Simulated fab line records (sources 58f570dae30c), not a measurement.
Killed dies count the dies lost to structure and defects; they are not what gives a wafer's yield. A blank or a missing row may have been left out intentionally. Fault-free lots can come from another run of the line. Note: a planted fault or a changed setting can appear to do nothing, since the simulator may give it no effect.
Struck lot and sound lot, side by side | flow berkeley-cmos170 | 14 out of 331 route steps
Sound: wafers L510.2, L510.3, L510.6. Wafers L513.2, L513.5, L513.6 were the ones struck. Last of all comes the cause.
At each step with rows: each side's tool, then ch and its chambers, then its first start. Under that, the readings that differ: sound wafers | struck wafers | difference of the means | sigmas: that difference in standard deviations of wafers without a fault.
alike: readings whose means differ by less than 2 such deviations, and words and numbers that are the same on both sides. not compared: withheld readings, readings that some wafer has no value for, bounds like >300 that may hide the same value, and numbers for which the record gives no deviation and whose values overlap.
Wherever a step has rows on one side only, a row that says differs or no value, or a row with sigmas, the two part there. Numbers that don't overlap but have no deviation are shown without sigmas and don't part them. Lack of a reading on every wafer of one side parts them only where that side has two or more wafers.

first, 2 steps without rows for these wafers: UCB170_SACOX_CLEAN_00 (cleans in dHF, time 7.5 s); UCB170_SACOX_OXIDATION_01 (target thk 14.4 nm, ox time 2400 s).
UCB170_SACOX_THK_MEAS_02:
  sound on film-metro-03, day 6 21:38; struck on film-metro-02, day 6 21:38
  alike: SACOX_OXIDE_THK
then, 2 steps without rows for these wafers: UCB170_SCREENOX_WET_ETCH_00 (etches SiO2 in dHF, time 200 s); UCB170_SCREENOX_OXIDATION_01 (target thk 14.4 nm, ox time 2400 s).
UCB170_SCREENOX_THK_MEAS_02:
  sound on film-metro-02, day 7 02:47; struck on film-metro-02, day 7 02:43
  alike: SCREENOX_OXIDE_THK
then, 6 steps without rows for these wafers: UCB170_SCREENOX_ANNEAL_03 (time 900 s); UCB170_NVT_HMDS_00 (prime time 60 s); UCB170_NVT_COAT_01 (resist thk 900 nm); UCB170_NVT_SOFTBAKE_02 (time 60 s); UCB170_NVT_EXPOSE_03 (exposes mask PWELL, target cd 3000 nm); UCB170_NVT_PEB_04.
UCB170_NVT_DEVELOP_05: develop time 45 s.
  sound on litho-track-03 ch 0, day 7 10:00; struck on litho-track-01, day 7 10:00
  no value came back on the struck wafers for chill-plate-temp-C (C), develop-time-s (s); on the sound wafers chill-plate-temp-C (C) reads 22.86 23.10 22.92
  reading                              | sound             | struck            | difference | sigmas
  model.KrF_of_NVT_COAT_01.thk-nm (nm) | 888.6 886.2 888.2 | 900.3 901.5 900.1 | +13.0      |
UCB170_NVT_OVL_MEAS_06:
  sound on overlay-01, day 7 10:52; struck on overlay-02, day 7 10:35
  reading      | sound | struck | difference                    | sigmas
  NVT_OVL (nm) | 2 0 4 | - - -  | no value on the struck wafers |

== WHERE THEY PART ==
Earliest at UCB170_NVT_DEVELOP_05; latest, in this record, at UCB170_NVT_OVL_MEAS_06.

WHY: the cause the simulator had injected
Beginning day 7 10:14, the whole step at UCB170_NVT_DEVELOP_05 was skipped on litho-track-01. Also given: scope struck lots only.
